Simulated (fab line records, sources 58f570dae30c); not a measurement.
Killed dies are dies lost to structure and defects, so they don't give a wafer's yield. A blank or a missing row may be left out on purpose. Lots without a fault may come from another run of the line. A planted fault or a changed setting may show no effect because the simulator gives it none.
Which tool did it? | flow berkeley_cmos170 | 7 lots, 21 wafers sampled, at 2 steps of a route of 331

WHAT THE GAUGES READ, wafer by wafer
UCB170_PWELL_TW_MEAS_17.
lot  | measured    | on            | PWELL_TW
L629 | day 3 14:20 | film_metro-02 | 379.5 379.7 379.3
L631 | day 4 02:06 | film_metro-01 | 380.3 383.1 379.1
L634 | day 4 19:25 | film_metro-04 | 381.3 380.3 379.4
L637 | day 5 09:44 | film_metro-02 | 379.2 379.3 378.4
L639 | day 5 18:11 | film_metro-01 | 381.6 379.1 382.0
L647 | day 7 17:35 | film_metro-01 | 383.5 383.1 383.2
L649 | day 8 10:24 | film_metro-01 | 339.5 340.0 336.7

WHICH TOOL RAN EACH LOT (tool, then ch and the chambers of the sampled wafers, then the start)
lot  | UCB170_PWELL_IMPLANT_15
L629 | implanter-03 ch 0, day 3 14:05
L631 | implanter-03 ch 0, day 4 01:51
L634 | implanter-02 ch 0, day 4 19:11
L637 | implanter-02 ch 0, day 5 09:30
L639 | implanter-03 ch 0, day 5 17:56
L647 | implanter-01 ch 0, day 7 17:20
L649 | implanter-02 ch 0, day 8 10:09
- UCB170_PWELL_IMPLANT_15

THE ANSWER, worked out from the rows above alone
Rule: what is usual is taken from the lots themselves. Put in order of their means at a reading, lots are off if they are a third of the lots or fewer, leave a main group of 4 or more, and stand apart from it by a gap of 3 or more times the standard deviation of the main group's means; of several such gaps the widest counts. A main group whose means are all the same, to the digits that the tables above print for the reading, isn't used. A lot without any number at a reading at which 4 lots or more have one is off too. The other lots that the step has rows for count as sound.
Off: L649, at UCB170_PWELL_TW_MEAS_17 (PWELL_TW). The main group: mean 380.6, standard deviation 1.4.
A tool fits if, at a process step before that reading, it ran every lot that is off, and no sound lot after the first of them. The gauges at UCB170_PWELL_TW_MEAS_17 are tried like those tools. Can't be told from this: 2 tools fit, implanter-02 at UCB170_PWELL_IMPLANT_15, film_metro-01 at UCB170_PWELL_TW_MEAS_17.

WHAT THE SIMULATOR HAD PUT IN
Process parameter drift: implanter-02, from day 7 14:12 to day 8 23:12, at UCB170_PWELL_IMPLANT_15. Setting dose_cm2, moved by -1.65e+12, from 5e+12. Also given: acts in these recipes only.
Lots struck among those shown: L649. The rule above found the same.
